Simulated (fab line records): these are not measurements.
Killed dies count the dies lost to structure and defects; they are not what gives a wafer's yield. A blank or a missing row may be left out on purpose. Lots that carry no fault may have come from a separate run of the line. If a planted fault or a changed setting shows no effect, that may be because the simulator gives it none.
fab line records | flow rit-cmos
record: lots: 6 wafers: 18 last-day: 8
route steps=202 shown NWELL@35 PWELL@39 WELLDRIVE@50 NRETRO@53 M1@202
lots that met no fault: from a run of the same line without faults
start-h: the number of hours between the record's first day and the start of the first shown wafer of the lot | wait-h: time in hours since the lot's previous step | " same as the row above | L1.1+2: a single row standing in for several wafers | - either no value or no given start | * or withheld: withheld | < > ~ a bound
route shown NAME@n: names a module that has steps shown in the file, with the first one's number in the route | usual: mean/standard deviation of fault-free wafers | same: alike in all rows | chamber/n: place in a boat | sites: readings site by site | _std_site: their standard deviation | _edge_site: the outer-site mean with the inner-site mean subtracted | radius-mm: how far each site lies from the wafer's centre | mask NAME#n: copy n | behind: tool/chamber where the wafer was last shaped | hold: why the lot went on hold/how many hours it stayed there/how the hold came to an end | device: names the non-switching transistor (n, p or np) | end of line: at the end of the route, the tests of the same wafers | a step with no rows: only its recipe | killed: not the wafer's yield, but the dies lost to structure and defects at the first sort | map: per-die view of a wafer (x killed, . not killed, _ where there is no die)
set.NAME: the setting that was run; set.NAME@STEP: the one run at that earlier step | model.NAME: the simulator's own value behind a step, which no gauge read
lots at selected steps of the route; one table per step, one row per wafer
services: from which hour (start-h, from the record's first day; less than 0 if before it) a tool's chamber was out of use, for how many hours, and why
== steps ==
step: RIT_NWELL_HARDBAKE_07
recipe: resist: NOVOLAK temp-c: 140 time-s: 120
step: RIT_NWELL_IMPLANT_08
recipe: species: P energy-kev: 170 dose-cm2: 5e+13 tilt-deg: 7
step: RIT_NWELL_STRIP_09
recipe: chemistry: O2 time-s: 180 resist: NOVOLAK platen-temp-c: withheld power-w: 500 pressure-mtorr: 4000 o2-flow-sccm: 4000
usual: drypump-motor-current-A: 5.9/0.48
columns lot.wafer tool chamber start-h wait-h drypump-motor-current-A rf-hours-counter-h
L744.3 plasma-asher-01 1 22.96 0.1 5.8 -
L744.5 " 0 " " 5.4 -
L744.6 " 1 " " 5.9 -
L759.2 plasma-asher-01 1 98.69 0.1 5.8 29
L759.3 " 1 " " 5.8 -
L759.5 " 1 " " 5.8 -
L762.2 plasma-asher-01 1 117.88 0.1 5.8 31
L762.3 " 1 " " 5.8 -
L762.5 " 0 " " 5.4 -
L764.1 plasma-asher-03 1 135.82 0.1 6.8 49
L764.4 " 0 " " 6.0 -
L764.5 " 0 " " 6.0 -
L766.4 plasma-asher-03 0 150.77 0.1 6.0 -
L766.5 " 0 " " 6.0 -
L766.6 " 1 " " 6.8 -
L767.2 plasma-asher-04 0 151.14 0.1 5.8 51
L767.5 " 0 " " 5.8 -
L767.6 " 1 " " 5.4 -
step: RIT_NWELL_TW_MEAS_10
usual: NWELL_TW: 2150/30
columns lot.wafer tool chamber start-h wait-h NWELL_TW
L744.3 film-metro-04 - 23.10 0.1 2128
L744.5 " - " " 2126
L744.6 " - " " 2136
L759.2 film-metro-04 - 98.88 0.1 2131
L759.3 " - " " 2127
L759.5 " - " " 2115
L762.2 film-metro-02 - 118.06 0.1 2141
L762.3 " - " " 2134
L762.5 " - " " 2148
L764.1 film-metro-04 - 136.00 0.1 2129
L764.4 " - " " 2131
L764.5 " - " " 2124
L766.4 film-metro-03 - 150.91 0.1 2189
L766.5 " - " " 2205
L766.6 " - " " 2199
L767.2 film-metro-04 - 151.32 0.1 2114
L767.5 " - " " 2101
L767.6 " - " " 2115
step: RIT_PWELL_HMDS_00
recipe: prime-time-s: 60 prime-temp-c: 140
step: RIT_PWELL_COAT_01
recipe: resist: NOVOLAK spin-rpm: 2000 resist-thk-nm: 1300
step: RIT_PWELL_SOFTBAKE_02
recipe: resist: NOVOLAK temp-c: 90 time-s: 60
step: RIT_PWELL_EXPOSE_03
recipe: mask-id: M3 na: 0.57 target-cd-nm: 43700 dose-mj: 250
step: RIT_PWELL_PEB_04
recipe: resist: NOVOLAK temp-c: withheld time-s: withheld
step: RIT_PWELL_DEVELOP_05
recipe: resist: NOVOLAK develop-time-s: 68 dev-temp-c: 23
step: RIT_PWELL_OVL_MEAS_06
usual: PWELL_OVL: -1.0/1.3
columns lot.wafer tool chamber start-h wait-h PWELL_OVL[nm]
L744.3 overlay-02 - 24.03 - 0.0
L744.5 " - " " 0.2
L744.6 " - " " -0.4
L759.2 overlay-01 - 99.81 - -1.7
L759.3 " - " " 0.1
L759.5 " - " " -0.5
L762.2 overlay-01 - 119.00 - -0.7
L762.3 " - " " 0.8
L762.5 " - " " -0.5
L764.1 overlay-01 - 137.06 - -1.9
L764.4 " - " " -1.8
L764.5 " - " " -2.0
L766.4 overlay-02 - 152.01 - -2.9
L766.5 " - " " -2.5
L766.6 " - " " -3.1
L767.2 overlay-02 - 152.48 - -0.7
L767.5 " - " " 0.6
L767.6 " - " " -1.2
step: RIT_PWELL_HARDBAKE_07
recipe: resist: NOVOLAK temp-c: 140 time-s: 120
step: RIT_PWELL_IMPLANT_08
recipe: species: B energy-kev: 170 dose-cm2: 7e+13 tilt-deg: 7
usual: dose-ions-cm2: 7e+13/7.3e+10 end-station-pressure-torr: 5.17e-06/2.9e-07 faraday-current-uA: 221/4.8
columns lot.wafer tool chamber start-h wait-h dose-ions-cm2 end-station-pressure-torr faraday-current-uA
L744.3 implanter-01 0 24.35 0.2 6.989e+13 4.76e-06 225
L744.5 " 0 " " 6.997e+13 5.39e-06 222
L744.6 " 0 " " 7e+13 5.38e-06 224
L759.2 implanter-04 0 100.12 0.2 6.996e+13 5.25e-06 218
L759.3 " 0 " " 6.996e+13 5.05e-06 218
L759.5 " 0 " " 7.01e+13 4.81e-06 220
L762.2 implanter-04 0 119.30 0.2 7.709e+13 4.91e-06 251
L762.3 " 0 " " 7.722e+13 5.36e-06 252
L762.5 " 0 " " 7.705e+13 4.98e-06 252
L764.1 implanter-04 0 137.35 0.2 7.71e+13 4.99e-06 235
L764.4 " 0 " " 7.7e+13 4.57e-06 243
L764.5 " 0 " " 7.703e+13 5.02e-06 244
L766.4 implanter-03 0 152.35 0.2 7.018e+13 5.24e-06 226
L766.5 " 0 " " 7.015e+13 5.27e-06 220
L766.6 " 0 " " 7.002e+13 5.51e-06 217
L767.2 implanter-03 0 152.78 0.2 7.003e+13 5.2e-06 216
L767.5 " 0 " " 6.999e+13 5.43e-06 224
L767.6 " 0 " " 7e+13 5.07e-06 225
step: RIT_PWELL_STRIP_09
recipe: chemistry: O2 time-s: 180 resist: NOVOLAK platen-temp-c: withheld power-w: 500 pressure-mtorr: 4000 o2-flow-sccm: 4000
usual: drypump-motor-current-A: 5.8/0.43
columns lot.wafer tool chamber start-h wait-h drypump-motor-current-A rf-hours-counter-h
L744.3 plasma-asher-02 0 24.51 0.1 5.9 -
L744.5 " 1 " " 5.5 -
L744.6 " 0 " " 5.9 -
L759.2 plasma-asher-01 1 100.24 0.1 5.8 29
L759.3 " 1 " " 5.8 -
L759.5 " 0 " " 5.4 -
L762.2 plasma-asher-03 0 119.43 0.1 6.0 48
L762.3 " 0 " " 6.0 -
L762.5 " 0 " " 6.0 -
L764.1 plasma-asher-01 0 137.50 0.1 5.4 33
L764.4 " 0 " " 5.4 -
L764.5 " 1 " " 5.9 -
L766.4 plasma-asher-01 0 152.48 0.1 5.4 -
L766.5 " 0 " " 5.4 -
L766.6 " 1 " " 5.9 -
L767.2 plasma-asher-02 1 152.91 0.1 5.5 3
L767.5 " 0 " " 5.8 -
L767.6 " 1 " " 5.5 -
step: RIT_PWELL_TW_MEAS_10
usual: PWELL_TW: 955/13
columns lot.wafer tool chamber start-h wait-h PWELL_TW
L744.3 film-metro-02 - 24.65 0.1 954
L744.5 " - " " 953
L744.6 " - " " 951
L759.2 film-metro-03 - 100.43 0.1 988
L759.3 " - " " 978
L759.5 " - " " 983
L762.2 film-metro-02 - 119.61 0.1 974
L762.3 " - " " 978
L762.5 " - " " 978
L764.1 film-metro-04 - 137.67 0.1 974
L764.4 " - " " 983
L764.5 " - " " 977
L766.4 film-metro-04 - 152.63 0.1 938
L766.5 " - " " 939
L766.6 " - " " 940
L767.2 film-metro-04 - 153.09 0.1 945
L767.5 " - " " 937
L767.6 " - " " 945
step: RIT_WELLDRIVE_ANNEAL_00
recipe: temp-c: 1100 time-s: 14700 ambient: N2
step: RIT_WELLDRIVE_RS_MEAS_01
recipe: thk-meas-gauge: four-point-probe
usual: NWELL_RS: 275.6/0.7
columns lot.wafer tool chamber start-h wait-h NWELL_RS[ohm/sq]
L744.3 film-metro-04 - 29.87 0.0 275.6
L744.5 " - " " 276.2
L744.6 " - " " 274.8
L759.2 film-metro-04 - 108.04 0.0 277.1
L759.3 " - " " 276.2
L759.5 " - " " 276.0
L762.2 film-metro-04 - 129.27 0.0 276.1
L762.3 " - " " 277.3
L762.5 " - " " 276.8
L764.1 film-metro-02 - 147.09 0.0 274.8
L764.4 " - " " 274.6
L764.5 " - " " 274.5
L767.2 film-metro-02 - 159.51 0.0 275.4
L767.5 " - " " 274.6
L767.6 " - " " 274.5
L766.4 film-metro-03 - 159.55 0.1 274.9
L766.5 " - " " 274.8
L766.6 " - " " 275.1
step: RIT_WELLDRIVE_RS_MEAS_02
recipe: thk-meas-gauge: four-point-probe
usual: PWELL_RS: 429.5/1.2
columns lot.wafer tool chamber start-h wait-h PWELL_RS[ohm/sq]
L744.3 film-metro-04 - 29.99 0.1 430.4
L744.5 " - " " 430.5
L744.6 " - " " 429.1
L759.2 film-metro-04 - 108.16 0.1 428.3
L759.3 " - " " 427.5
L759.5 " - " " 429.2
L762.2 film-metro-04 - 129.39 0.1 405.3
L762.3 " - " " 405.1
L762.5 " - " " 405.1
L764.1 film-metro-02 - 147.21 0.1 403.3
L764.4 " - " " 405.1
L764.5 " - " " 403.4
L767.2 film-metro-02 - 159.63 0.1 427.3
L767.5 " - " " 428.1
L767.6 " - " " 427.2
L766.4 film-metro-03 - 159.67 0.1 429.0
L766.5 " - " " 428.3
L766.6 " - " " 428.0
step: RIT_NRETRO_HMDS_00
recipe: prime-time-s: 60 prime-temp-c: 140
step: RIT_M1_PROBE_99
usual: killed_at_M0_to_M3: 0.0/0.14 killed-at-contacts: 0.1/0.3 killed-at-front-end: 7/3.1 killed-dies: 7/3.1 killed-open: 3.8/2.3 killed-short: 3.2/1.9
same: gross-dies: 264 killed_at_M4_up: 0 killed-at-back-side: 0 killed-at-other: 0
columns lot.wafer tool chamber start-h wait-h killed_at_M0_to_M3 killed-at-contacts killed-at-front-end killed-dies killed-open killed-short model.etest.nmos_0p3.r-on-ohm-um model.etest.pwell-pinched.rs-ohm-sq model.etest.pwell.rs-ohm-sq model.etest.nmos_0p15.drive-ua-um model.etest.nmos-narrow.drive-ua-um model.etest.nmos_0p3.drive-ua-um model.etest.well-edge-left.line-ohm-um model.etest.well-edge-right.line-ohm-um
L744.3 prober-01 - 59.96 0.2 0 0 12 12 8 4 2139 457.2 405 503.6 231.3 233.2 184.6 182.8
L744.5 prober-01 - 60.06 0.2 0 0 14 14 7 7 2187 462.8 407.8 479.9 224.8 226.7 184.1 184.5
L744.6 prober-01 - 60.11 0.2 0 0 13 13 4 9 2125 450.3 404.7 494.1 228.4 229.9 183.1 182.7
L759.2 prober-01 - 153.98 0.1 0 0 6 6 5 1 2063 454.6 411.5 489.9 235.7 236.8 182.7 180.1
L759.3 prober-01 - 154.03 0.2 0 0 15 15 13 2 2107 465.8 412.2 492 241.3 239 180.9 184.1
L759.5 prober-01 - 154.13 0.2 0 0 10 10 7 3 2080 449.8 412.2 480.3 232.8 234.7 182.5 183.5
L762.2 prober-02 - 180.44 0.1 0 0 7 7 5 2 2198 417.2 383.1 441.2 218.2 217.8 190 186.8
L762.3 prober-02 - 180.49 0.2 0 0 5 5 3 2 2199 416.6 387.1 449.6 217.4 217.1 187.5 187.9
L762.5 prober-02 - 180.59 0.2 0 0 7 7 6 1 2219 427.4 385.6 446.9 217.9 219.7 186.4 185.2
L764.1 prober-02 - 181.89 0.1 0 0 3 3 2 1 2286 431.5 391.2 435 205.4 202.7 186.8 187.4
L764.4 prober-02 - 182.04 0.2 0 0 9 9 2 7 2253 426.2 391.5 421.7 202.7 202.2 186.5 184.8
L764.5 prober-02 - 182.09 0.2 0 0 4 4 1 3 2298 424.6 389.2 428 203.2 200.2 184.8 183.3
L767.2 prober-02 - 194.39 0.1 0 0 7 7 3 4 2233 453.4 417 455.1 212.1 212.9 183.2 184.5
L767.5 prober-02 - 194.54 0.2 0 1 6 7 3 4 2190 445.5 417 464.7 215.6 216.5 181.9 183.4
L767.6 prober-02 - 194.59 0.2 0 0 7 7 2 5 2210 460.2 417 456.8 217.5 219.2 178.8 183
L766.4 prober-01 - 195.99 0.2 1 0 8 9 3 6 2140 456.4 417 474.1 232.1 229.4 182.5 181.5
L766.5 prober-01 - 196.04 0.2 0 0 12 12 6 6 2143 460 416.7 468.5 227.7 227.6 184.2 180.8
L766.6 prober-01 - 196.09 0.2 0 0 3 3 2 1 2210 468.8 412.1 472.4 232.9 229.7 181 182.6
killed by level:class
L744.3 GATE:geometric-particle:open=3 SPACER:geometric-particle:open=3 FOX1:geometric-particle:open=1 FOX1:geometric-particle:short=1 FOX2:geometric-particle:open=1 GATE:geometric-particle:short=1 SPACER:geometric-particle:short=1 SILICIDE:geometric-particle:short=1
L744.5 SILICIDE:geometric-particle:short=4 FOX1:geometric-particle:open=2 GATE:geometric-particle:short=2 GATE:geometric-particle:open=2 SILICIDE:geometric-particle:open=2 REOX:geometric-particle:open=1 SPACER:geometric-particle:short=1
L744.6 GATE:geometric-particle:short=4 FOX1:geometric-particle:short=2 FOX1:geometric-particle:open=2 SILICIDE:geometric-particle:short=2 GATE:geometric-particle:open=1 REOX:geometric-particle:short=1 SILICIDE:geometric-particle:open=1
L759.2 FOX2:geometric-particle:open=3 FOX1:geometric-particle:short=1 FOX1:geometric-particle:open=1 GATE:geometric-particle:open=1
L759.3 FOX1:geometric-particle:open=4 SPACER:geometric-particle:open=4 FOX2:geometric-particle:open=2 REOX:geometric-particle:open=2 SILICIDE:geometric-particle:short=2 GATE:geometric-particle:open=1
L759.5 FOX1:geometric-particle:open=2 FOX2:geometric-particle:short=2 GATE:geometric-particle:open=2 SILICIDE:geometric-particle:open=2 SPACER:geometric-particle:open=1 SILICIDE:geometric-particle:short=1
L762.2 GATE:geometric-particle:open=2 REOX:geometric-particle:open=2 FOX1:geometric-particle:short=1 GATE:geometric-particle:short=1 SPACER:geometric-particle:open=1
L762.3 SPACER:geometric-particle:open=2 GATE:geometric-particle:open=1 GATE:geometric-particle:short=1 SPACER:geometric-particle:short=1
L762.5 SPACER:geometric-particle:open=4 GATE:geometric-particle:open=1 GATE:geometric-particle:short=1 REOX:geometric-particle:open=1
L764.1 FOX2:geometric-particle:short=1 GATE:geometric-particle:open=1 SILICIDE:geometric-particle:open=1
L764.4 GATE:geometric-particle:short=5 FOX1:geometric-particle:short=2 GATE:geometric-particle:open=2
L764.5 SILICIDE:geometric-particle:short=2 GATE:geometric-particle:open=1 REOX:geometric-particle:short=1
L767.2 REOX:geometric-particle:short=2 SPACER:geometric-particle:short=2 FOX1:geometric-particle:open=1 GATE:geometric-particle:open=1 SPACER:geometric-particle:open=1
L767.5 SPACER:geometric-particle:short=2 FOX1:geometric-particle:open=1 GATE:geometric-particle:open=1 REOX:geometric-particle:short=1 SPACER:geometric-particle:open=1 CONTACT:geometric-particle:short=1
L767.6 GATE:geometric-particle:short=2 FOX1:geometric-particle:short=1 FOX2:geometric-particle:short=1 FOX2:geometric-particle:open=1 REOX:geometric-particle:open=1 REOX:geometric-particle:short=1
L766.4 GATE:geometric-particle:short=2 FOX1:geometric-particle:open=1 FOX1:geometric-particle:short=1 GATE:geometric-particle:open=1 REOX:geometric-particle:short=1 SPACER:geometric-particle:short=1 SPACER:geometric-particle:open=1 M1:geometric-particle:short=1
L766.5 GATE:geometric-particle:short=5 REOX:geometric-particle:open=2 SPACER:geometric-particle:open=2 FOX2:geometric-particle:short=1 GATE:geometric-particle:open=1 SILICIDE:geometric-particle:open=1
L766.6 GATE:geometric-particle:open=2 SPACER:geometric-particle:short=1
== services ==
columns tool chamber start-h hours kind
plasma-asher-02 - 6.48 1.9 repair
implanter-03 - 9.56 111.6 pm
implanter-01 - 48.89 1.2 repair
plasma-asher-02 - 74.68 1.6 repair
implanter-01 - 99.99 3.6 pm
plasma-asher-02 - 108.75 9.0 pm
plasma-asher-02 0 108.75 9.0 vent-cycle
plasma-asher-02 1 108.75 9.0 vent-cycle
plasma-asher-02 0 117.75 - clean
plasma-asher-02 1 117.75 - clean
implanter-01 - 123.96 0.8 repair
implanter-01 - 129.69 35.5 repair
implanter-04 - 135.05 1.9 repair
== key ==
first-sign: step: RIT_PWELL_IMPLANT_08 reading: dose-ions-cm2 direction: up sigmas: 97 usual: 7e+13 struck: 7.708e+13
effect: step: RIT_PWELL_IMPLANT_08 reading: faraday-current-uA direction: up sigmas: 5.2 usual: 221 struck: 246
effect: step: RIT_PWELL_TW_MEAS_10 reading: PWELL_TW direction: up sigmas: 1.7 usual: 955 struck: 977
effect: step: RIT_WELLDRIVE_RS_MEAS_02 reading: PWELL_RS direction: down sigmas: 21 usual: 429.5 struck: 404.5
model-effect: step: RIT_M1_PROBE_99 value: etest.nmos_0p3.r-on-ohm-um without: 2171 struck: 2242
met-at RIT_PWELL_IMPLANT_08
struck-wafers L762.2,L762.3,L762.5,L764.1,L764.4,L764.5
tester-left-out L762,L764
onset-between 100.12 119.30
fault: kind: process-parameter-drift tool: implanter-04 chamber: - onset-h: 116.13 steps: RIT_PWELL_IMPLANT_08 channel: dose-cm2 offset: 7e+12 shape: step end-h: 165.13 acts-in: these-recipes-only stated: 7e+13
tester-left-out: of these lots the tester's yield and bins aren't shown, on N5 and GAA mostly nor the transistor test; their killed dies are dies lost to structure and defects alone, not to doping, threshold or leakage, so they don't give the yield
